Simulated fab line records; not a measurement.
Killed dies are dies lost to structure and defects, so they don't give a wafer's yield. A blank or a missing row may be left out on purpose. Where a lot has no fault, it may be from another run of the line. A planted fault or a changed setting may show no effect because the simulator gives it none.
Which tool did it? || flow rit cmos || 6 lots, 18 wafers sampled, at 2 steps of a route of 202

WHAT THE GAUGES READ, wafer by wafer
RIT_CONTACT_CD_MEAS_08 targets a cd of 1000 nm.
{"lot": "L494", "measured": "day 3 11:01", "on": "cd sem-02", "cd nm (nm)": "1000.9 999.4 1002.1"}
{"lot": "L497", "measured": "day 4 02:10", "on": "cd sem-02", "cd nm (nm)": "1000.5 1001.1 999.1"}
{"lot": "L499", "measured": "day 4 12:52", "on": "cd sem-02", "cd nm (nm)": "995.6 996.7 998.5"}
{"lot": "L501", "measured": "day 5 00:01", "on": "cd sem-02", "cd nm (nm)": "1002.9 1001.4 999.0"}
{"lot": "L505", "measured": "day 5 21:09", "on": "cd sem-02", "cd nm (nm)": "998.2 998.7 996.3"}
{"lot": "L507", "measured": "day 6 09:10", "on": "cd sem-01", "cd nm (nm)": "1003.6 1004.3 1004.2"}

EACH LOT AND THE TOOL THAT RAN IT (in order: tool; ch and the chambers of the sampled wafers; start)
{"lot": "L494", "RIT_CONTACT_DEVELOP_07": "litho track-02 ch 0, day 3 10:00"}
{"lot": "L497", "RIT_CONTACT_DEVELOP_07": "litho track-02 ch 0, day 4 01:00"}
{"lot": "L499", "RIT_CONTACT_DEVELOP_07": "litho track-01 ch 0, day 4 12:00"}
{"lot": "L501", "RIT_CONTACT_DEVELOP_07": "litho track-02 ch 0, day 4 23:00"}
{"lot": "L505", "RIT_CONTACT_DEVELOP_07": "litho track-01 ch 0, day 5 20:00"}
{"lot": "L507", "RIT_CONTACT_DEVELOP_07": "litho track-02 ch 0, day 6 08:00"}
- RIT_CONTACT_DEVELOP_07: develop time 120 s.

THE ANSWER, worked out from the rows above alone
Rule: usual is defined by the lots themselves. The widest of any qualifying gaps counts: lots, ordered by their means at a reading, are off when they make up no more than a third of the lots, leave a main group of 4 or more, and stand apart from it by 3 or more times the standard deviation of that group's means. A main group is skipped when, at the precision printed for the reading in the tables above, its means are all equal. Also off: a lot with no number at a reading for which 4 or more lots have one. Any other lot the step has rows for is counted as sound.
Across all readings shown, no lot is off: no conclusion can be drawn from this.

WHAT THE SIMULATOR HAD PUT IN
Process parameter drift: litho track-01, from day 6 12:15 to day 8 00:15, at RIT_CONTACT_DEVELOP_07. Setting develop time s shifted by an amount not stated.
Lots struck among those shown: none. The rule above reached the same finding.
